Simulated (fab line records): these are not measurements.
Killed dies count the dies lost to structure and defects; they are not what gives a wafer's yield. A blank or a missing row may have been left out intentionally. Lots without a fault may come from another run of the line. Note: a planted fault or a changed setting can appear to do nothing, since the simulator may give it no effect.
fab line records	flow berkeley-cmos170
[record] lots = 5	wafers = 15	last-day = 12
route steps=331 shown PVT@120 GATE@125 FIELD@126 PLDD@145 NLDD@158 M1@249
lots with no fault: from the same line, run without faults
start-h: hours from the record's opening day to when the first of the lot's shown wafers began	wait-h: how many hours have passed since the lot's step before this one	" unchanged from the row above	L1.1+2: one row covering several wafers at once	- no value, or no start given	* or withheld: withheld	< > ~ a bound
route shown NAME@n: names a module that has steps shown in the file, with the first one's number in the route	usual: mean/standard deviation of fault-free wafers	same: alike in all rows	chamber/n: place in a boat	sites: each site's reading	_std_site: their standard deviation	_edge_site: the outer-site mean with the inner-site mean subtracted	radius-mm: for every site, how far away it sits from the centre of the wafer	mask NAME#n: copy n	behind: the last tool/chamber to shape the wafer	hold: the reason the lot was held/the length of the hold in hours/how it ended	device: which transistor (n, p or np) failed to switch	end of line: the same wafers' tests at the end of the route	step lacking rows: just its recipe	killed: not the wafer's yield, but the dies lost to structure and defects at the first sort	map: shows each die of a wafer: x if killed, . if not, _ if none is there
set.NAME: the run value of the setting; set.NAME@STEP: its run value at that earlier step	model.NAME: the simulator's own value behind a step, which no gauge read
lots at selected steps of the route; one table per step, one row per wafer
services: the hour from which a tool's chamber was out of use, counted from the record's first day as start-h (under 0 if before that day), plus the number of hours and why
[[steps]]
[step UCB170_PVT_DEVELOP_05]
[recipe] developer = TMAH	develop-time-s = 45	resist = KrF	dev-temp-c = 21
[step UCB170_PVT_OVL_MEAS_06]
[usual] PVT_OVL = -2/6.4
lot.wafer	tool	chamber	start-h	wait-h	PVT_OVL[nm]
L522.3	overlay-02	-	137.06	-	-7
L522.4	"	-	"	"	-9
L522.5	"	-	"	"	-11
L525.2	overlay-01	-	150.69	-	1
L525.3	"	-	"	"	-7
L525.6	"	-	"	"	3
L540.1	overlay-01	-	233.95	-	2
L540.2	"	-	"	"	6
L540.5	"	-	"	"	3
L541.2	overlay-01	-	234.68	-	8
L541.4	"	-	"	"	5
L541.5	"	-	"	"	4
L543.4	overlay-02	-	234.69	-	-4
L543.5	"	-	"	"	-11
L543.6	"	-	"	"	-2
[step UCB170_PVT_IMPLANT_07]
[recipe] species = P	dose-cm2 = 2e+12	energy-kev = 30	tilt-deg = 7
[step UCB170_PVT_STRIP_08]
[recipe] chemistry = O2	power-w = 400	pressure-mtorr = 3500	platen-temp-c = withheld	o2-flow-sccm = 400	overash-fraction = 0.5
[usual] drypump-motor-current-A = 6.1/0.48	oes-product-au = 0.734/0.0046	strip-time-to-endpoint-s = 21.64/0.061
lot.wafer	tool	chamber	start-h	wait-h	drypump-motor-current-A	oes-product-au	rf-hours-counter-h	strip-time-to-endpoint-s
L522.3	plasma-asher-02	0	137.26	0.1	6.3	0.740	-	21.69
L522.4	"	1	"	"	6.2	0.735	-	21.57
L522.5	"	1	"	"	6.3	0.729	-	21.64
L525.2	plasma-asher-01	1	150.87	0.1	6.2	0.732	45	21.63
L525.3	"	1	"	"	6.2	0.738	-	21.62
L525.6	"	0	"	"	6.1	0.730	-	21.60
L540.1	plasma-asher-02	0	234.13	0.1	6.3	0.734	12	21.61
L540.2	"	1	"	"	6.3	0.732	12	21.55
L540.5	"	1	"	"	6.3	0.739	-	21.61
L541.2	plasma-asher-02	1	234.86	0.1	6.3	0.734	12	21.69
L541.4	"	1	"	"	6.3	0.728	-	21.63
L541.5	"	0	"	"	6.3	0.732	-	21.67
L543.4	plasma-asher-01	1	234.89	0.1	6.3	0.738	-	21.78
L543.5	"	1	"	"	6.2	0.736	-	21.81
L543.6	"	0	"	"	6.1	0.731	-	21.78
[step UCB170_PVT_TW_MEAS_09]
[usual] PVT_TW = 507/3.6
lot.wafer	tool	chamber	start-h	wait-h	PVT_TW
L522.3	film-metro-01	-	137.35	0.1	504
L522.4	"	-	"	"	504
L522.5	"	-	"	"	506
L525.2	film-metro-01	-	150.98	0.1	506
L525.3	"	-	"	"	507
L525.6	"	-	"	"	504
L540.1	film-metro-03	-	234.23	0.1	513
L540.2	"	-	"	"	511
L540.5	"	-	"	"	514
L541.2	film-metro-04	-	234.97	0.1	508
L541.4	"	-	"	"	507
L541.5	"	-	"	"	505
L543.4	film-metro-03	-	234.99	0.1	515
L543.5	"	-	"	"	514
L543.6	"	-	"	"	512
[step UCB170_GATE_WET_ETCH_00]
[recipe] chemistry = dHF	dilution = 25:1	target = SiO2	temp-c = 25	time-s = 200
[step UCB170_FIELD_THK_MEAS_91]
[recipe] reads = SiO2_of_FIELD_OXIDATION_01
[usual] FIELD_OXIDE_LEFT_2_THK = 351/9
lot.wafer	tool	chamber	start-h	wait-h	FIELD_OXIDE_LEFT_2_THK[nm]
L522.3	film-metro-03	-	137.62	0.0	363
L522.4	"	-	"	"	363
L522.5	"	-	"	"	357
L525.2	film-metro-03	-	151.11	0.0	347
L525.3	"	-	"	"	342
L525.6	"	-	"	"	348
L540.1	film-metro-01	-	234.39	0.0	352
L540.2	"	-	"	"	340
L540.5	"	-	"	"	344
L541.2	film-metro-01	-	235.09	0.0	352
L541.4	"	-	"	"	351
L541.5	"	-	"	"	351
L543.4	film-metro-04	-	235.11	0.0	343
L543.5	"	-	"	"	353
L543.6	"	-	"	"	345
[step UCB170_GATE_OXIDATION_01]
[recipe] temp-c = 850	ambient = O2	target-thk-a = 66	ox-time-s = 1859
[step UCB170_GATE_THK_MEAS_02]
[recipe] reads = SiO2_of_GATE_OXIDATION_01
[usual] GATE_OXIDE_THK = 6.74/0.12
lot.wafer	tool	chamber	start-h	wait-h	GATE_OXIDE_THK[nm]
L522.3	film-metro-04	-	144.09	0.0	6.83
L522.4	"	-	"	"	6.73
L522.5	"	-	"	"	6.69
L525.2	film-metro-01	-	156.00	0.0	6.72
L525.3	"	-	"	"	6.73
L525.6	"	-	"	"	6.79
L540.1	film-metro-01	-	239.85	0.0	6.55
L540.2	"	-	"	"	6.66
L540.5	"	-	"	"	6.61
L541.2	film-metro-02	-	239.86	0.0	6.95
L541.4	"	-	"	"	6.99
L541.5	"	-	"	"	6.87
L543.4	film-metro-04	-	239.88	0.0	6.56
L543.5	"	-	"	"	6.63
L543.6	"	-	"	"	6.66
[step UCB170_GATE_ANNEAL_03]
[recipe] temp-c = 900	time-s = 1800	ambient = N2
[step UCB170_GATE_CVD_04]
[recipe] material = poly-Si	temp-c = 610	precursor = SiH4	time-s = 1440	pressure-mtorr = 375	target-thk-nm = 214	sih4-flow-sccm = 120
[step UCB170_GATE_THK_MEAS_05]
[recipe] reads = poly-Si_of_GATE_CVD_04
[usual] GATE_POLY_THK = 212.6/1.8
lot.wafer	tool	chamber	start-h	wait-h	GATE_POLY_THK[nm]
L522.3	film-metro-04	-	157.82	0.0	213.6
L522.4	"	-	"	"	212.8
L522.5	"	-	"	"	212.9
L525.2	film-metro-04	-	162.47	0.1	212.0
L525.3	"	-	"	"	212.6
L525.6	"	-	"	"	212.9
L543.4	film-metro-01	-	246.75	0.0	210.7
L543.5	"	-	"	"	208.8
L543.6	"	-	"	"	209.0
L541.2	film-metro-01	-	246.79	0.1	208.7
L541.4	"	-	"	"	211.4
L541.5	"	-	"	"	210.1
L540.1	film-metro-04	-	246.81	0.1	214.0
L540.2	"	-	"	"	214.7
L540.5	"	-	"	"	212.9
[step UCB170_GATE_COAT_06]
[recipe] resist = BARC	temp-c = withheld	time-s = withheld	spin-rpm = 3000	resist-thk-nm = withheld
[usual] dispense-pressure-kPa = 50/3.4
lot.wafer	tool	chamber	start-h	wait-h	dispense-pressure-kPa
L522.3	litho-track-03	0	157.91	0.1	55
L522.4	"	0	"	"	55
L522.5	"	0	"	"	55
L525.2	litho-track-01	0	162.94	0.5	47
L525.3	"	0	"	"	47
L525.6	"	0	"	"	47
L543.4	litho-track-01	0	246.85	0.1	47
L543.5	"	0	"	"	47
L543.6	"	0	"	"	47
L541.2	litho-track-03	0	247.13	0.3	55
L541.4	"	0	"	"	55
L541.5	"	0	"	"	55
L540.1	litho-track-01	0	247.23	0.4	47
L540.2	"	0	"	"	47
L540.5	"	0	"	"	47
[step UCB170_GATE_COAT_07]
[recipe] resist = KrF	spin-rpm = 1500	resist-thk-nm = 889.9
[step UCB170_GATE_SOFTBAKE_08]
[recipe] resist = KrF	temp-c = 130	time-s = 60
[step UCB170_GATE_EXPOSE_09]
[recipe] mask-id = POLY	target-cd-nm = 350	na = 0.5	sigma-outer = 0.6	source-shape = conventional	dose-mj = 21
[step UCB170_GATE_PEB_10]
[recipe] peb-temp-c = 130	peb-time-s = withheld	resist = KrF
[step UCB170_GATE_DEVELOP_11]
[recipe] developer = TMAH	develop-time-s = 45	resist = KrF	dev-temp-c = 21
[step UCB170_GATE_CD_MEAS_12]
[recipe] target-cd-nm = 350
[usual] cd-nm = 350.1/1.2
lot.wafer	tool	chamber	start-h	wait-h	cd-nm
L522.3	cd-sem-02	-	158.90	-	349.3
L522.4	"	-	"	"	351.1
L522.5	"	-	"	"	351.6
L525.2	cd-sem-01	-	164.02	-	349.0
L525.3	"	-	"	"	349.6
L525.6	"	-	"	"	349.5
L543.4	cd-sem-02	-	247.88	-	347.8
L543.5	"	-	"	"	350.4
L543.6	"	-	"	"	349.6
L541.2	cd-sem-02	-	248.12	-	351.3
L541.4	"	-	"	"	351.2
L541.5	"	-	"	"	349.6
L540.1	cd-sem-01	-	248.38	-	350.8
L540.2	"	-	"	"	350.4
L540.5	"	-	"	"	350.6
[step UCB170_GATE_OVL_MEAS_13]
[usual] GATE_OVL = -3/4.7
lot.wafer	tool	chamber	start-h	wait-h	GATE_OVL[nm]
L522.3	overlay-01	-	158.99	0.1	2
L522.4	"	-	"	"	0
L522.5	"	-	"	"	3
L525.2	overlay-02	-	164.12	0.1	-5
L525.3	"	-	"	"	-8
L525.6	"	-	"	"	-5
L543.4	overlay-01	-	247.96	0.1	-10
L543.5	"	-	"	"	-9
L543.6	"	-	"	"	-8
L541.2	overlay-01	-	248.23	0.1	1
L541.4	"	-	"	"	4
L541.5	"	-	"	"	1
L540.1	overlay-02	-	248.50	0.1	-5
L540.2	"	-	"	"	-5
L540.5	"	-	"	"	-7
[step UCB170_GATE_ETCH_14]
[recipe] chemistry = N2/H2	target-depth-a = withheld	overetch-a = withheld	target = BARC	time-s = withheld	source-w = 500	bias-w = 100	pressure-mtorr = 30	n2-flow-sccm = 100	h2-flow-sccm = 200
[usual] drypump-motor-current-A = 5.53/0.29	h2-flow-sccm = 199.9/0.64	oes-product-au = 1.008/0.029	throttle-valve-pct = 13.30/0.29
lot.wafer	tool	chamber	start-h	wait-h	drypump-motor-current-A	h2-flow-sccm	oes-product-au	throttle-valve-pct
L522.3	rie-diel-04	1	159.02	0.0	5.73	200.9	0.955	13.37
L522.4	"	1	"	"	5.73	199.7	0.956	13.35
L522.5	"	0	"	"	5.41	201.0	0.990	13.23
L525.2	rie-diel-03	1	164.15	0.0	5.23	199.9	1.050	13.66
L525.3	"	3	"	"	5.73	199.5	1.048	12.80
L525.6	"	2	"	"	5.86	199.5	1.002	13.45
L543.4	rie-diel-04	0	247.97	0.0	5.43	200.8	0.985	13.23
L543.5	"	0	"	"	5.45	201.3	0.984	13.21
L543.6	"	1	"	"	5.72	201.0	0.954	13.36
L541.2	rie-diel-03	2	248.26	0.0	5.90	199.5	0.999	13.45
L541.4	"	0	"	"	5.37	199.8	0.999	13.16
L541.5	"	2	"	"	5.87	200.0	0.990	13.44
L540.1	rie-diel-04	1	248.53	0.0	5.74	200.2	0.961	13.35
L540.2	"	3	"	"	5.23	200.5	1.041	13.31
L540.5	"	2	"	"	5.14	199.7	0.993	13.33
[step UCB170_GATE_ETCH_15]
[recipe] chemistry = HBr/Cl2	target = poly-Si	stop-on = SiO2	over-etch-frac = 0.3	icp-w = 300	bias-w = 150	time-s = 56.3	pressure-mtorr = 15	HBr_flow_sccm = 150	Cl2_flow_sccm = 50	target-depth-a = 2782
[usual] drypump-motor-current-A = 5.81/0.29	oes-product-au = 0.829/0.014	throttle-valve-pct = 26.50/0.26
lot.wafer	tool	chamber	start-h	wait-h	drypump-motor-current-A	oes-product-au	rf-hours-counter-h	throttle-valve-pct
L522.3	rie-si-02	2	159.06	-	5.66	0.848	105	26.78
L522.4	"	0	"	"	5.56	0.808	1	26.72
L522.5	"	3	"	"	6.15	0.825	-	26.41
L525.2	rie-si-02	0	164.20	-	5.55	0.802	1	26.70
L525.3	"	3	"	"	6.19	0.823	22	26.42
L525.6	"	2	"	"	5.62	0.845	-	26.80
L543.4	rie-si-02	0	248.04	-	5.53	0.809	-	26.71
L543.5	"	3	"	"	6.19	0.821	-	26.42
L543.6	"	1	"	"	5.63	0.806	-	26.18
L541.2	rie-si-02	0	248.30	-	5.52	0.804	1	26.70
L541.4	"	1	"	"	5.63	0.815	-	26.18
L541.5	"	0	"	"	5.57	0.794	-	26.70
L540.1	rie-si-01	0	248.58	-	5.93	0.843	2	26.01
L540.2	"	3	"	"	5.96	0.820	0	26.58
L540.5	"	1	"	"	6.09	0.844	-	26.71
[step UCB170_GATE_STRIP_16]
[recipe] chemistry = O2	power-w = 400	pressure-mtorr = 3500	platen-temp-c = withheld	o2-flow-sccm = 400	overash-fraction = 0.5
[usual] drypump-motor-current-A = 5.7/0.55	oes-product-au = 0.724/0.0043
lot.wafer	tool	chamber	start-h	wait-h	drypump-motor-current-A	oes-product-au	rf-hours-counter-h
L522.3	plasma-asher-03	0	159.14	0.1	5.8	0.725	-
L522.4	"	1	"	"	5.2	0.725	-
L522.5	"	0	"	"	5.8	0.723	-
L525.2	plasma-asher-03	1	164.24	0.0	5.3	0.728	47
L525.3	"	1	"	"	5.3	0.723	-
L525.6	"	1	"	"	5.2	0.722	-
L543.4	plasma-asher-04	0	248.10	0.0	6.3	0.724	-
L543.5	"	1	"	"	4.8	0.724	-
L543.6	"	0	"	"	6.3	0.724	-
L541.2	plasma-asher-04	0	248.35	0.0	6.3	0.718	41
L541.4	"	0	"	"	6.3	0.721	-
L541.5	"	0	"	"	6.3	0.720	-
L540.1	plasma-asher-03	1	248.62	0.0	5.2	0.721	56
L540.2	"	0	"	"	5.8	0.729	56
L540.5	"	1	"	"	5.3	0.728	-
[step UCB170_GATE_CD_MEAS_90]
[recipe] target-cd-nm = 350
[usual] cd-nm = 350.6/1.5
lot.wafer	tool	chamber	start-h	wait-h	cd-nm
L522.3	cd-sem-01	-	159.26	0.1	351.0
L522.4	"	-	"	"	352.5
L522.5	"	-	"	"	353.3
L525.2	cd-sem-02	-	164.40	0.1	348.6
L525.3	"	-	"	"	349.9
L525.6	"	-	"	"	349.6
L543.4	cd-sem-01	-	248.22	0.1	349.3
L543.5	"	-	"	"	351.8
L543.6	"	-	"	"	350.8
L541.2	cd-sem-01	-	248.52	0.1	351.7
L541.4	"	-	"	"	350.6
L541.5	"	-	"	"	350.2
L540.1	cd-sem-02	-	248.72	0.1	352.5
L540.2	"	-	"	"	350.4
L540.5	"	-	"	"	349.0
[step UCB170_GATE_CLEAN_17]
[recipe] chemistry = SPM	temp-c = 120	time-s = 600
[step UCB170_PLDD_HMDS_00]
[recipe] prime-time-s = 60	prime-temp-c = 100
[step UCB170_PLDD_COAT_01]
[recipe] resist = KrF	spin-rpm = 1500	resist-thk-nm = 900
[step UCB170_PLDD_SOFTBAKE_02]
[recipe] resist = KrF	temp-c = 130	time-s = 60
[step UCB170_PLDD_EXPOSE_03]
[recipe] mask-id = PSELECT	na = 0.5	sigma-outer = 0.6	source-shape = conventional	target-cd-nm = 1200	dose-mj = 30.63
[step UCB170_PLDD_PEB_04]
[recipe] peb-temp-c = 130	peb-time-s = withheld	resist = KrF
[step UCB170_PLDD_DEVELOP_05]
[recipe] developer = TMAH	develop-time-s = 45	resist = KrF	dev-temp-c = 21
[step UCB170_PLDD_CD_MEAS_06]
[recipe] target-cd-nm = 1200
[usual] cd-nm = 1199.9/1.4
lot.wafer	tool	chamber	start-h	wait-h	cd-nm
L522.3	cd-sem-01	-	160.56	-	1198.2
L522.4	"	-	"	"	1198.7
L522.5	"	-	"	"	1200.1
L525.2	cd-sem-01	-	166.07	-	1199.3
L525.3	"	-	"	"	1200.9
L525.6	"	-	"	"	1201.2
L543.4	cd-sem-01	-	249.64	-	1200.0
L543.5	"	-	"	"	1199.7
L543.6	"	-	"	"	1200.8
L540.1	cd-sem-01	-	250.32	-	1200.2
L540.2	"	-	"	"	1200.5
L540.5	"	-	"	"	1202.0
L541.2	cd-sem-02	-	250.32	-	1200.8
L541.4	"	-	"	"	1201.9
L541.5	"	-	"	"	1199.7
[step UCB170_PLDD_OVL_MEAS_07]
[usual] PLDD_OVL = -1/6.2
lot.wafer	tool	chamber	start-h	wait-h	PLDD_OVL[nm]
L522.3	overlay-02	-	160.65	0.1	10
L522.4	"	-	"	"	2
L522.5	"	-	"	"	13
L525.2	overlay-02	-	166.17	0.1	-5
L525.3	"	-	"	"	-1
L525.6	"	-	"	"	0
L543.4	overlay-02	-	249.72	0.1	8
L543.5	"	-	"	"	10
L543.6	"	-	"	"	8
L541.2	overlay-02	-	250.43	0.1	3
L541.4	"	-	"	"	-2
L541.5	"	-	"	"	7
L540.1	overlay-02	-	250.46	0.1	-5
L540.2	"	-	"	"	-7
L540.5	"	-	"	"	-6
[step UCB170_PLDD_IMPLANT_08]
[recipe] species = BF2	dose-cm2 = 5e+13	energy-kev = 10	tilt-deg = 7	rotation-deg = 0
[step UCB170_PLDD_IMPLANT_09]
[recipe] species = BF2	dose-cm2 = 5e+13	energy-kev = 10	tilt-deg = 7	rotation-deg = 180
[step UCB170_PLDD_STRIP_10]
[recipe] chemistry = O2	power-w = 400	pressure-mtorr = 3500	platen-temp-c = withheld	o2-flow-sccm = 400	overash-fraction = 0.5
[usual] drypump-motor-current-A = 6.0/0.37	oes-product-au = 0.735/0.005	strip-time-to-endpoint-s = 21.64/0.069
lot.wafer	tool	chamber	start-h	wait-h	drypump-motor-current-A	oes-product-au	rf-hours-counter-h	strip-time-to-endpoint-s
L522.3	plasma-asher-02	1	161.01	0.1	6.2	0.730	-	21.66
L522.4	"	0	"	"	6.3	0.724	-	21.72
L522.5	"	0	"	"	6.3	0.737	-	21.73
L525.2	plasma-asher-02	1	166.50	0.1	6.2	0.738	5	21.61
L525.3	"	0	"	"	6.3	0.732	-	21.64
L525.6	"	0	"	"	6.3	0.736	-	21.71
L543.4	plasma-asher-03	0	250.07	0.1	5.8	0.743	-	21.57
L543.5	"	0	"	"	5.8	0.732	-	21.55
L543.6	"	1	"	"	5.2	0.725	-	21.54
L541.2	plasma-asher-03	0	250.76	0.1	5.8	0.721	56	21.72
L541.4	"	0	"	"	5.9	0.739	-	21.61
L541.5	"	0	"	"	5.8	0.733	-	21.65
L540.1	plasma-asher-01	0	250.80	0.1	6.1	0.734	56	21.65
L540.2	"	1	"	"	6.3	0.743	56	21.66
L540.5	"	0	"	"	6.1	0.735	-	21.58
[step UCB170_PLDD_TW_MEAS_11]
[usual] PLDD_TW = 1014/10
lot.wafer	tool	chamber	start-h	wait-h	PLDD_TW
L522.3	film-metro-04	-	161.10	0.1	1013
L522.4	"	-	"	"	1018
L522.5	"	-	"	"	1011
L525.2	film-metro-03	-	166.61	0.1	1031
L525.3	"	-	"	"	1025
L525.6	"	-	"	"	1027
L543.4	film-metro-03	-	250.16	0.1	1023
L543.5	"	-	"	"	1023
L543.6	"	-	"	"	1025
L541.2	film-metro-03	-	250.87	0.1	1022
L541.4	"	-	"	"	1022
L541.5	"	-	"	"	1027
L540.1	film-metro-02	-	250.90	0.1	998
L540.2	"	-	"	"	993
L540.5	"	-	"	"	998
[step UCB170_PLDD_CLEAN_12]
[recipe] chemistry = SPM	temp-c = 120	time-s = 600
[step UCB170_NLDD_HMDS_00]
[recipe] prime-time-s = 60	prime-temp-c = 100
[step UCB170_NLDD_COAT_01]
[recipe] resist = KrF	spin-rpm = 1500	resist-thk-nm = 900
[step UCB170_NLDD_SOFTBAKE_02]
[recipe] resist = KrF	temp-c = 130	time-s = 60
[step UCB170_NLDD_EXPOSE_03]
[recipe] mask-id = NSELECT	na = 0.5	sigma-outer = 0.6	source-shape = conventional	target-cd-nm = 1200	dose-mj = 30
[step UCB170_M1_ETCH_11]
[recipe] chemistry = N2/H2	target-depth-a = withheld	overetch-a = withheld	target = BARC	time-s = withheld	source-w = 500	bias-w = 100	pressure-mtorr = 30	n2-flow-sccm = 100	h2-flow-sccm = 200
[usual] drypump-motor-current-A = 5.55/0.29	h2-flow-sccm = 200.0/0.6	oes-product-au = 1.000/0.024	throttle-valve-pct = 13.28/0.23
lot.wafer	tool	chamber	start-h	wait-h	drypump-motor-current-A	h2-flow-sccm	oes-product-au	throttle-valve-pct	model.M1.cd-nm
L522.3	rie-diel-04	3	179.66	0.0	5.25	200.3	1.032	13.30	696.6
L522.4	"	1	"	"	5.71	200.3	0.954	13.36	699
L522.5	"	0	"	"	5.43	200.4	0.997	13.20	700.1
L525.2	rie-diel-04	1	189.62	0.0	5.71	200.3	0.958	13.36	700.2
L525.3	"	3	"	"	5.24	199.9	1.019	13.29	699.1
L525.6	"	0	"	"	5.46	200.4	0.999	13.21	698.8
L543.4	rie-diel-01	1	272.46	0.0	5.20	201.2	0.998	13.02	700.1
L543.5	"	1	"	"	5.19	200.1	1.002	13.01	700.6
L543.6	"	2	"	"	6.06	199.1	0.993	13.54	700.7
L540.1	rie-diel-01	1	272.65	0.0	5.20	199.7	0.996	13.01	699.3
L540.2	"	3	"	"	5.48	200.8	0.965	12.95	699.9
L540.5	"	0	"	"	5.59	200.0	1.012	13.74	699.7
L541.2	rie-diel-02	1	274.27	0.0	5.87	200.2	1.018	13.04	708
L541.4	"	2	"	"	5.65	199.7	1.021	13.20	706.7
L541.5	"	0	"	"	5.64	200.1	1.034	13.23	706.1
[step UCB170_M1_METAL_ETCH_12]
[recipe] chemistry = Cl2/BCl3	target = Al	stop-on = PSG	pressure-mtorr = 12	target-depth-a = 7800	over-etch-frac = 0.3	time-s = 130	icp-w = 600	bias-w = 120	Cl2_flow_sccm = 90	bcl3-flow-sccm = 45
[usual] bcl3-flow-sccm = 45.01/0.13	drypump-motor-current-A = 5.9/0.62	oes-product-au = 0.852/0.015	throttle-valve-pct = 24.5/0.34
lot.wafer	tool	chamber	start-h	wait-h	bcl3-flow-sccm	drypump-motor-current-A	oes-product-au	rf-hours-counter-h	throttle-valve-pct	model.M1.cd-nm
L522.3	rie-metal-04	0	179.80	-	44.77	5.0	0.840	-	23.9	699.2
L522.4	"	0	"	"	44.89	5.0	0.852	-	23.9	701.5
L522.5	"	0	"	"	44.89	5.0	0.848	-	23.9	703.7
L525.2	rie-metal-04	1	189.66	-	45.16	5.6	0.888	0	24.5	703.1
L525.3	"	1	"	"	45.13	5.6	0.869	-	24.5	702.2
L525.6	"	0	"	"	44.84	5.0	0.850	-	23.9	702.8
L543.4	rie-metal-01	1	272.55	-	45.07	6.6	0.829	-	24.6	699.8
L543.5	"	0	"	"	45.11	6.2	0.841	-	25.0	700.1
L543.6	"	1	"	"	44.80	6.6	0.825	-	24.6	701.3
L540.1	rie-metal-02	1	272.69	-	45.08	6.6	0.856	12	24.5	703.6
L540.2	"	0	"	"	45.17	5.9	0.849	15	24.8	693.8
L540.5	"	0	"	"	45.28	5.9	0.845	-	24.8	695.7
L541.2	rie-metal-04	1	274.31	-	44.98	5.6	0.860	2	24.6	705.5
L541.4	"	0	"	"	45.17	5.0	0.841	-	23.9	708.9
L541.5	"	0	"	"	45.12	5.0	0.837	-	23.9	707.2
[[services]]
tool	chamber	start-h	hours	kind
rie-si-01	3	121.11	2.0	repair
rie-diel-03	-	125.90	4.3	pm
plasma-asher-03	-	127.12	1.0	repair
rie-si-02	0	127.71	2.9	repair
rie-diel-03	0	132.26	15.3	repair
rie-si-01	1	142.95	10.3	repair
rie-si-01	-	151.47	28.1	pm
rie-diel-01	-	154.24	5.6	repair
rie-diel-04	3	155.68	4.1	repair
rie-diel-03	2	171.10	1.7	repair
rie-diel-03	0	171.56	7.7	repair
rie-diel-03	3	192.52	10.9	repair
rie-si-02	2	200.64	2.4	repair
rie-metal-01	-	208.89	0.6	repair
rie-diel-01	0	213.30	2.4	repair
rie-metal-04	1	217.53	8.8	repair
rie-si-02	0	217.67	10.9	repair
rie-diel-04	2	219.09	7.4	repair
plasma-asher-01	-	239.62	2.4	repair
rie-diel-03	1	251.21	32.0	repair
rie-si-02	1	253.59	3.5	repair
rie-diel-04	0	254.83	13.4	repair
plasma-asher-02	-	258.69	19.1	repair
rie-si-01	2	273.31	32.1	repair
[[key]]
first-sign none at tools or gauges
[model-effect] step = UCB170_M1_ETCH_11	value = M1.cd-nm	without = 699.9	struck = 707
[model-effect] step = UCB170_M1_METAL_ETCH_12	value = M1.cd-nm	without = 700.2	struck = 707.2
met-at UCB170_GATE_COAT_06
struck-wafers L541.2,L541.4,L541.5
sort-left-out L541.2,L541.4,L541.5
tester-left-out L541
[loop-trim] step = UCB170_M1_EXPOSE_06	setting = dose	lots = L541
onset-between 157.91 247.13
also-fits UCB170_PVT_STRIP_08:plasma-asher-02,UCB170_GATE_ETCH_14:rie-diel-03,UCB170_GATE_ETCH_15:rie-si-02,UCB170_GATE_STRIP_16:plasma-asher-04
[fault] kind = process-parameter-drift	tool = litho-track-03	chamber = -	onset-h = 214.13	steps = UCB170_GATE_COAT_06	channel = resist-thk-nm	offset = withheld	shape = step	end-h = 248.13	acts-in = *
// tester-left-out: of these lots the tester's yield and bins aren't shown, on N5 and GAA mostly nor the transistor test; their killed dies are dies lost to structure and defects alone, not to doping, threshold or leakage, so they don't give the yield
// sort-left-out: the simulated sort isn't trusted on such a fault, so these wafers' sort isn't shown, and their yield isn't known
// loop-trim: a control loop set the setting to another value than it would have without faults
